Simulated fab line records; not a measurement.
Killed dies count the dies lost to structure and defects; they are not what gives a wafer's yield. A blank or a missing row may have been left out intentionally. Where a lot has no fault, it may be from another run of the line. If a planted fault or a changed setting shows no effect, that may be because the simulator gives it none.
Which of the tools did it? | flow ritCmos | 14 lots with 42 wafers sampled at 3 steps, on a route of 202 steps

== WHAT THE GAUGES READ, wafer by wafer ==
RIT_SDANNEAL_RS_MEAS_04: a four-point-probe measurement. Usual: for PSD_RS the level is 115.68 ohm/sq and the standard deviation is 0.28.
lot  | measured    | on           | PSD_RS (ohm/sq)      | flag
L609 | day 3 03:40 | filmMetro-04 | 116.28 115.80 116.26 | 
L610 | day 3 12:18 | filmMetro-04 | 115.87 116.07 116.00 | 
L611 | day 3 16:34 | filmMetro-03 | 115.05 115.38 115.24 | 
L612 | day 3 21:06 | filmMetro-03 | 115.80 115.29 115.64 | 
L613 | day 4 01:40 | filmMetro-02 | 115.59 115.81 115.75 | 
L614 | day 4 08:43 | filmMetro-03 | 115.19 115.45 115.47 | 
L615 | day 4 09:16 | filmMetro-02 | 115.46 115.77 115.42 | 
L616 | day 4 13:59 | filmMetro-04 | 115.36 115.55 115.25 | 
L617 | day 4 22:59 | filmMetro-03 | 115.77 115.81 115.77 | 
L621 | day 5 20:08 | filmMetro-02 | 127.46 127.48 127.89 | OFF
L622 | day 5 20:28 | filmMetro-04 | 115.80 115.54 115.95 | 
L623 | day 6 00:02 | filmMetro-04 | 127.11 127.27 127.37 | OFF
L626 | day 6 19:05 | filmMetro-02 | 116.33 115.88 115.84 | 
L632 | day 8 01:55 | filmMetro-03 | 115.99 116.14 116.29 | 

RIT_SDANNEAL_RS_MEAS_06: a four-point-probe measurement. Usual: for PLDD_RS the level is 178.6 ohm/sq and the standard deviation is 0.45.
lot  | measured    | on           | PLDD_RS (ohm/sq)  | flag
L609 | day 3 03:55 | filmMetro-04 | 178.9 179.1 178.7 | 
L610 | day 3 12:32 | filmMetro-04 | 179.0 179.2 179.1 | 
L611 | day 3 16:48 | filmMetro-03 | 178.7 178.7 178.7 | 
L612 | day 3 21:20 | filmMetro-03 | 178.7 178.4 178.5 | 
L613 | day 4 01:54 | filmMetro-02 | 178.2 178.7 178.8 | 
L614 | day 4 08:57 | filmMetro-03 | 178.2 178.0 178.2 | 
L615 | day 4 09:30 | filmMetro-02 | 178.1 178.9 178.5 | 
L616 | day 4 14:13 | filmMetro-04 | 178.1 178.8 178.5 | 
L617 | day 4 23:13 | filmMetro-03 | 178.3 178.3 178.3 | 
L621 | day 5 20:22 | filmMetro-02 | 191.3 191.0 191.0 | OFF
L622 | day 5 20:43 | filmMetro-04 | 179.0 178.9 178.6 | 
L623 | day 6 00:17 | filmMetro-04 | 189.8 190.4 190.2 | OFF
L626 | day 6 19:20 | filmMetro-02 | 179.3 178.8 179.4 | 
L632 | day 8 02:09 | filmMetro-03 | 179.0 178.9 178.6 | 

== EACH LOT AND THE TOOL THAT RAN IT (in order: tool; ch and the chambers of the sampled wafers; start) ==
lot  | RIT_SDANNEAL_RTA_03
L609 | rtpAnneal-01 ch 0, day 3 03:37
L610 | rtpAnneal-02 ch 0, day 3 12:15
L611 | rtpAnneal-01 ch 0, day 3 16:30
L612 | rtpAnneal-02 ch 0, day 3 21:02
L613 | rtpAnneal-01 ch 0, day 4 01:36
L614 | rtpAnneal-02 ch 0, day 4 08:35
L615 | rtpAnneal-01 ch 0, day 4 09:13
L616 | rtpAnneal-02 ch 0, day 4 13:55
L617 | rtpAnneal-01 ch 0, day 4 22:55
L621 | rtpAnneal-01 ch 0, day 5 20:02
L622 | rtpAnneal-02 ch 0, day 5 20:25
L623 | rtpAnneal-01 ch 0, day 5 23:59
L626 | rtpAnneal-02 ch 0, day 6 19:02
L632 | rtpAnneal-02 ch 0, day 8 01:50
- RIT_SDANNEAL_RTA_03: time 5 s.

== WHAT THE TOOLS THEMSELVES READ (means of the sampled wafers that have a number; where no wafer has one, the mark that the record gives instead) ==
RIT_SDANNEAL_RTA_03. Usual: wafer_temp_C_max 1053.7, standard deviation 1.2.
lot  | tool         | wafer_temp_C_max | flag
L609 | rtpAnneal-01 | 1053.4           | 
L610 | rtpAnneal-02 | 1054.3           | 
L611 | rtpAnneal-01 | 1054.6           | 
L612 | rtpAnneal-02 | 1055.0           | 
L613 | rtpAnneal-01 | 1053.4           | 
L614 | rtpAnneal-02 | 1054.0           | 
L615 | rtpAnneal-01 | 1053.5           | 
L616 | rtpAnneal-02 | 1054.8           | 
L617 | rtpAnneal-01 | 1054.3           | 
L621 | rtpAnneal-01 | 1053.8           | 
L622 | rtpAnneal-02 | 1053.2           | 
L623 | rtpAnneal-01 | 1054.2           | 
L626 | rtpAnneal-02 | 1053.5           | 
L632 | rtpAnneal-02 | 1053.3           | 

== THE ANSWER, worked out from the rows above alone ==
Rule: a lot counts as off when the mean over its wafers that have a number is more than 3 standard deviations away from the usual mean. Also off: a lot with no number at a reading for which 4 or more lots have one. All remaining lots with rows at the step are treated as sound. First the gauges in route order, then the tools' own readings, where a lot's mean is used as printed above. The first step at which some lot is off is used, and at that step the reading that is off furthest; a lot without a number counts as furthest.
Off: at RIT_SDANNEAL_RS_MEAS_04 (PSD_RS), L621, L623.
A tool fits if, at a process step before that reading, it ran every lot that is off, and no sound lot after the first of them. Those tools and the gauges at RIT_SDANNEAL_RS_MEAS_04 are tried in the same way. One candidate fits, namely rtpAnneal-01 at RIT_SDANNEAL_RTA_03. A fault onset in the window from L617 (day 4 22:55, its last sound lot) to L621 (day 5 20:02, its first lot off) fits.

== WHAT THE SIMULATOR HAD INSERTED ==
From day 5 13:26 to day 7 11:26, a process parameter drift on rtpAnneal-01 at RIT_SDANNEAL_RTA_03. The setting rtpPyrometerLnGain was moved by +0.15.
Shown lots that were struck: L621, L623. Same finding as the rule above.
